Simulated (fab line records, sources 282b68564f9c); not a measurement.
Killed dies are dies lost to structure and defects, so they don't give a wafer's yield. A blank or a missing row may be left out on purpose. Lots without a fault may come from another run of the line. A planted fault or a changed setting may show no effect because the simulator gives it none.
A struck lot beside a sound one | flow rit_cmos | 14 steps out of a route of 202
Sound: wafers L256.3, L256.4, L256.5. Struck: wafers L264.2, L264.3, L264.5. The cause comes at the end.
At each step with rows: each side's tool, then ch and its chambers, then its first start. Under that, the readings that differ: sound wafers | struck wafers | difference of the means | sigmas: that difference in standard deviations of wafers without a fault.
alike: readings whose means differ by less than 2 such deviations, and words and numbers that are the same on both sides. not compared: withheld readings, readings that some wafer has no value for, bounds like >300 that may hide the same value, and numbers for which the record gives no deviation and whose values overlap.
The two part at a step that has a row with sigmas, a row that says differs or no value, or rows on one side only. Numbers that don't overlap but have no deviation are shown without sigmas and don't part them. A reading that every wafer of one side lacks parts them only if that side has two wafers or more.

first, 2 steps without rows for these wafers: RIT_NRETRO_PEB_04; RIT_NRETRO_DEVELOP_05 (develop time 68 s).
RIT_NRETRO_OVL_MEAS_06:
  sound on overlay-01, day 3 04:16; struck on overlay-02, day 4 19:14
  alike: NRETRO_OVL
then, 2 steps without rows for these wafers: RIT_NRETRO_HARDBAKE_07 (time 120 s); RIT_NRETRO_IMPLANT_08.
RIT_NRETRO_STRIP_09: strips in O2, time 180 s.
  sound on plasma_asher-04 ch 0,1, day 3 04:44; struck on plasma_asher-04 ch 0,1, day 4 19:43
  alike: drypump_motor_current_A
  not compared: rf_hours_counter_h
RIT_NRETRO_TW_MEAS_10:
  sound on film_metro-01, day 3 04:53; struck on film_metro-02, day 4 19:54
  alike: NRETRO_TW
then, 5 steps without rows for these wafers: RIT_PRETRO_HMDS_00 (prime time 60 s); RIT_PRETRO_COAT_01 (resist thk 1300 nm); RIT_PRETRO_SOFTBAKE_02 (time 60 s); RIT_PRETRO_EXPOSE_03 (exposes mask M5, target cd 43700 nm); RIT_PRETRO_PEB_04.
RIT_PRETRO_DEVELOP_05: develop time 68 s.
  sound on litho_track-01 ch 0, day 3 05:00; struck on litho_track-01, day 4 20:00
  no value came back on the struck wafers for chill_plate_temp_C (C), develop_time_s (s), developer_temp_C (C); on the sound wafers chill_plate_temp_C (C) reads 23.01 23.09 23.07
RIT_PRETRO_OVL_MEAS_06:
  sound on overlay-02, day 3 05:49; struck on overlay-01, day 4 20:58
  reading         | sound          | struck | difference                    | sigmas
  PRETRO_OVL (nm) | -1.0 -0.6 -1.2 | - - -  | no value on the struck wafers |

WHERE THEY PART
First at RIT_PRETRO_DEVELOP_05; last, within this record, at RIT_PRETRO_OVL_MEAS_06.

WHY: what the simulator had put in
Skipped step whole: litho_track-01, from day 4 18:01 on, at RIT_PRETRO_DEVELOP_05. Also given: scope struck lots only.
